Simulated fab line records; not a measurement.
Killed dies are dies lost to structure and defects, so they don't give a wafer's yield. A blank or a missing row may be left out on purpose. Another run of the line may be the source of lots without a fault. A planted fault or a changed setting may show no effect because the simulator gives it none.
fab line records    flow berkeley_cmos170    part 2 of 2: steps 27 to 35 of 35
[record] lots = 5  wafers = 15  last_day = 11
route steps=331 shown M1@239 V1@254 M2@271
lots untouched by any fault: they come from a run of this same line in which no faults occurred
start_h: hours from the record's first day to the start of the lot's first wafer shown    wait_h: hours elapsed since this lot's preceding step    " repeats the value in the row above    L1.1+2: one row covering several wafers at once    - no value, or no start was given    * or withheld: withheld    < > ~ a bound
route shown NAME@n: a module of which the file shows steps, and the number in the route of the first    usual: average and standard deviation across the fault-free wafers    same: alike in all rows    chamber/n: place in a boat    sites: readings site by site    _std_site: the values' standard deviation    _edge_site: inner sites' mean taken away from outer sites' mean    radius_mm: how far each site lies from the wafer's centre    mask NAME#n: copy n    behind: tool/chamber where the wafer was last shaped    hold: cause of the lot's hold/its duration in hours/its outcome    device: whichever transistor did not switch (one of n, p or np)    end of line: tests of these same wafers at the route's end    where a step has no rows: the recipe by itself    killed: dies lost to structure and defects at the first sort, not the wafer's yield    map: shows each die of a wafer: x if killed, . if not, _ if none is there
set.NAME: the run value of the setting; set.NAME@STEP: its run value at that earlier step    model.NAME: the simulator's own value behind a step, which no gauge read
certain route steps with their lots: each step a table, each wafer a row
services: when a tool's chamber went out of use (start_h, in hours from the record's first day, below 0 if earlier), for how many hours, and the reason
[[steps]]
[step UCB170_V1_DEVELOP_11]
[recipe] developer = TMAH  develop_time_s = 46.4  resist = KrF  dev_temp_c = 21
[usual] developer_temp_C = 21.01/0.12
lot.wafer  tool            chamber  start_h  wait_h  developer_temp_C
L079.1     litho_track-02  0        -        -       21.10
L079.2     "               0        "        "       21.08
L079.6     "               0        "        "       21.05
L085.3     litho_track-04  0        -        -       20.82
L085.4     "               0        "        "       20.89
L085.5     "               0        "        "       21.08
L089.2     litho_track-01  0        -        -       21.03
L089.3     "               0        "        "       21.11
L089.6     "               0        "        "       20.97
L091.1     litho_track-02  0        -        -       20.95
L091.2     "               0        "        "       21.03
L091.6     "               0        "        "       21.13
L094.2     litho_track-04  0        -        -       21.00
L094.3     "               0        "        "       21.07
L094.6     "               0        "        "       21.30
[step UCB170_V1_CD_MEAS_12]
[recipe] target_cd_nm = 700
[usual] cd_nm = 699.9/1.3
lot.wafer  tool       chamber  start_h  wait_h  cd_nm
L079.1     cd_sem-02  -        188.68   -       700.5
L079.2     "          -        "        "       699.8
L079.6     "          -        "        "       699.0
L085.3     cd_sem-01  -        227.58   -       699.2
L085.4     "          -        "        "       700.1
L085.5     "          -        "        "       699.5
L089.2     cd_sem-02  -        232.08   -       699.4
L089.3     "          -        "        "       698.4
L089.6     "          -        "        "       700.7
L091.1     cd_sem-02  -        246.46   -       699.0
L091.2     "          -        "        "       698.9
L091.6     "          -        "        "       697.9
L094.2     cd_sem-02  -        256.27   -       700.9
L094.3     "          -        "        "       701.2
L094.6     "          -        "        "       700.6
[step UCB170_V1_OVL_MEAS_13]
[usual] V1_OVL = -1/4.5
lot.wafer  tool        chamber  start_h  wait_h  V1_OVL[nm]
L079.1     overlay-01  -        188.80   0.1     0
L079.2     "           -        "        "       -1
L079.6     "           -        "        "       1
L085.3     overlay-02  -        227.67   0.1     0
L085.4     "           -        "        "       1
L085.5     "           -        "        "       0
L089.2     overlay-01  -        232.19   0.1     -5
L089.3     "           -        "        "       0
L089.6     "           -        "        "       -4
L091.1     overlay-02  -        246.58   0.1     -2
L091.2     "           -        "        "       2
L091.6     "           -        "        "       -6
L094.2     overlay-01  -        256.38   0.1     -2
L094.3     "           -        "        "       -3
L094.6     "           -        "        "       -3
[step UCB170_V1_ETCH_14]
[recipe] chemistry = CHF3/CF4/Ar  target = SiO2  stop_on = Al  CHF3_flow_sccm = 45  cf4_flow_sccm = 15  Ar_flow_sccm = 150  pressure_mtorr = 200  rf_w = 700  target_depth_a = 12500  over_etch_frac = 0.25  time_s = 291
[usual] CHF3_flow_sccm = 45.00/0.14  drypump_motor_current_A = 5.7/0.49  mfc_ar_sccm = 150.0/0.46  oes_product_au = 0.868/0.0084  throttle_valve_pct = 7.01/0.1
[same] time_s = 291
lot.wafer  tool         chamber  start_h  wait_h  CHF3_flow_sccm  drypump_motor_current_A  mfc_ar_sccm  oes_product_au  rf_hours_counter_h  throttle_valve_pct
L079.1     rie_diel-04  2        188.83   0.0     45.06           5.1                      149.8        0.860           45                  7.06
L079.2     "            3        "        "       44.89           5.9                      150.3        0.862           33                  6.82
L079.6     "            1        "        "       44.77           4.9                      149.5        0.872           -                   7.02
L085.3     rie_diel-03  1        227.70   0.0     45.00           6.3                      149.7        0.860           80                  7.15
L085.4     "            0        "        "       44.90           6.4                      150.4        0.878           -                   6.95
L085.5     "            2        "        "       44.95           5.6                      150.6        0.867           -                   6.98
L089.2     rie_diel-04  1        232.22   0.0     44.83           5.0                      150.0        0.875           146                 7.00
L089.3     "            3        "        "       44.93           5.9                      150.5        0.855           35                  6.85
L089.6     "            1        "        "       45.21           5.0                      149.2        0.875           -                   7.01
L091.1     rie_diel-02  0        246.61   0.0     44.73           5.9                      150.6        0.873           107                 6.95
L091.2     "            2        "        "       44.85           6.3                      150.4        0.885           72                  7.09
L091.6     "            3        "        "       45.16           5.0                      150.0        0.865           -                   7.09
L094.2     rie_diel-02  3        256.41   0.0     44.92           5.1                      150.7        0.875           13                  7.07
L094.3     "            2        "        "       45.01           6.2                      150.1        0.881           72                  7.08
L094.6     "            3        "        "       44.75           5.0                      150.3        0.875           -                   7.08
[step UCB170_V1_STRIP_15]
[recipe] chemistry = O2  power_w = 400  pressure_mtorr = 3500  platen_temp_c = withheld  o2_flow_sccm = 400  overash_fraction = 0.5
[usual] drypump_motor_current_A = 5.7/0.39  oes_product_au = 0.722/0.0045  strip_time_to_endpoint_s = 15.34/0.12
lot.wafer  tool             chamber  start_h  wait_h  drypump_motor_current_A  oes_product_au  rf_hours_counter_h  strip_time_to_endpoint_s
L079.1     plasma_asher-02  1        189.01   0.1     5.8                      0.715           43                  15.18
L079.2     "                0        "        "       6.2                      0.723           43                  15.33
L079.6     "                0        "        "       6.2                      0.722           -                   15.31
L085.3     plasma_asher-02  0        227.91   0.1     6.2                      0.723           -                   15.44
L085.4     "                1        "        "       5.8                      0.723           -                   15.41
L085.5     "                0        "        "       6.2                      0.713           -                   15.33
L089.2     plasma_asher-02  1        232.40   0.1     5.8                      0.727           46                  15.28
L089.3     "                0        "        "       6.2                      0.716           -                   15.41
L089.6     "                0        "        "       6.3                      0.724           -                   15.21
L091.1     plasma_asher-02  1        246.79   0.1     5.8                      0.727           48                  15.02
L091.2     "                0        "        "       6.2                      0.727           48                  15.24
L091.6     "                1        "        "       5.8                      0.722           -                   15.27
L094.2     plasma_asher-03  1        256.59   0.1     5.8                      0.721           16                  15.28
L094.3     "                0        "        "       5.1                      0.710           -                   15.32
L094.6     "                0        "        "       5.1                      0.718           -                   15.33
[step UCB170_V1_CD_MEAS_90]
[recipe] target_cd_nm = 700
[usual] cd_nm = 699.7/1.3
lot.wafer  tool       chamber  start_h  wait_h  cd_nm
L079.1     cd_sem-01  -        189.11   0.1     700.6
L079.2     "          -        "        "       700.1
L079.6     "          -        "        "       698.4
L085.3     cd_sem-02  -        228.01   0.1     699.3
L085.4     "          -        "        "       700.1
L085.5     "          -        "        "       698.0
L089.2     cd_sem-01  -        232.52   0.1     698.2
L089.3     "          -        "        "       698.7
L089.6     "          -        "        "       699.3
L091.1     cd_sem-02  -        246.89   0.1     700.2
L091.2     "          -        "        "       699.3
L091.6     "          -        "        "       698.5
L094.2     cd_sem-01  -        256.71   0.1     700.4
L094.3     "          -        "        "       700.5
L094.6     "          -        "        "       699.4
[step UCB170_M2_PRE_CLEAN_00]
[recipe] gas = Ar  preclean_etch_time_s = 60
lot.wafer   tool            chamber  start_h  wait_h
L079.1+2+6  pvd_sputter-04  -        189.23   0.1
L085.3+4+5  pvd_sputter-02  -        228.09   0.1
L089.2+3+6  pvd_sputter-01  -        232.62   0.1
L091.1+2+6  pvd_sputter-02  -        247.01   0.1
L094.2+3+6  pvd_sputter-02  -        256.81   0.1
[step UCB170_M2_SPUTTER_01]
[recipe] material = Al  target_thk_nm = 900  time_s = 120  power_w = 6000  chamber_pressure_pa = 0.5
[usual] throttle_valve_pct = 30.0/0.78
[same] time_s = 120
lot.wafer  tool            chamber  start_h  wait_h  throttle_valve_pct
L079.1     pvd_sputter-04  -        189.30   0.0     31.0
L079.2     "               -        "        "       30.2
L079.6     "               -        "        "       30.3
L085.3     pvd_sputter-02  -        228.16   0.0     29.9
L085.4     "               -        "        "       28.7
L085.5     "               -        "        "       31.2
L089.2     pvd_sputter-01  -        232.68   0.0     29.5
L089.3     "               -        "        "       29.7
L089.6     "               -        "        "       29.1
L091.1     pvd_sputter-02  -        247.08   0.0     31.2
L091.2     "               -        "        "       29.7
L091.6     "               -        "        "       30.8
L094.2     pvd_sputter-02  -        256.87   0.0     30.9
L094.3     "               -        "        "       29.5
L094.6     "               -        "        "       28.8
[step UCB170_M2_RS_MEAS_02]
[recipe] thk_meas_gauge = four-point-probe  reads = Al_of_M2_SPUTTER_01
[usual] M2_AL_RS = 0.0318/0.00039
lot.wafer  tool           chamber  start_h  wait_h  M2_AL_RS[ohm/sq]
L079.1     film_metro-01  -        189.38   0.0     0.0312
L079.2     "              -        "        "       0.0319
L079.6     "              -        "        "       0.0316
L085.3     film_metro-01  -        228.28   0.1     0.0325
L085.4     "              -        "        "       0.0320
L085.5     "              -        "        "       0.0321
L089.2     film_metro-04  -        232.79   0.1     0.0314
L089.3     "              -        "        "       0.0315
L089.6     "              -        "        "       0.0312
L091.1     film_metro-02  -        247.17   0.0     0.0321
L091.2     "              -        "        "       0.0326
L091.6     "              -        "        "       0.0320
L094.2     film_metro-01  -        256.98   0.1     0.0318
L094.3     "              -        "        "       0.0326
L094.6     "              -        "        "       0.0320
[[services]]
tool             chamber  start_h  hours  kind
krf_scanner-02   -        159.35   1.3    pm
furnace-03       -        175.52   3.2    pm
rie_diel-03      -        176.63   1.1    repair
rie_metal-03     -        185.23   0.5    repair
pvd_sputter-04   -        185.54   1.3    repair
rie_diel-01      -        195.39   28.1   pm
plasma_asher-02  -        200.08   15.6   pm
krf_scanner-02   -        203.73   0.8    pm
rie_metal-03     -        208.29   1.0    repair
pecvd-02         0        215.39   19.8   repair
plasma_asher-02  -        215.68   2.8    pm
krf_scanner-02   -        219.97   0.8    pm
rie_diel-03      3        223.25   16.6   repair
cmp-02           -        224.06   0.3    repair
cmp-02           -        232.00   4.0    pm
rie_diel-01      -        232.02   1.2    repair
rie_diel-04      1        233.14   3.9    repair
furnace-01       -        238.32   4.6    pm
pecvd-04         -        242.50   14.0   pm
plasma_asher-01  -        243.59   14.6   pm
pvd_sputter-01   -        247.59   6.6    repair
rie_diel-04      1        253.47   1.8    repair
rie_diel-04      1        255.23   -      clean
pvd_sputter-04   -        255.88   4.1    repair
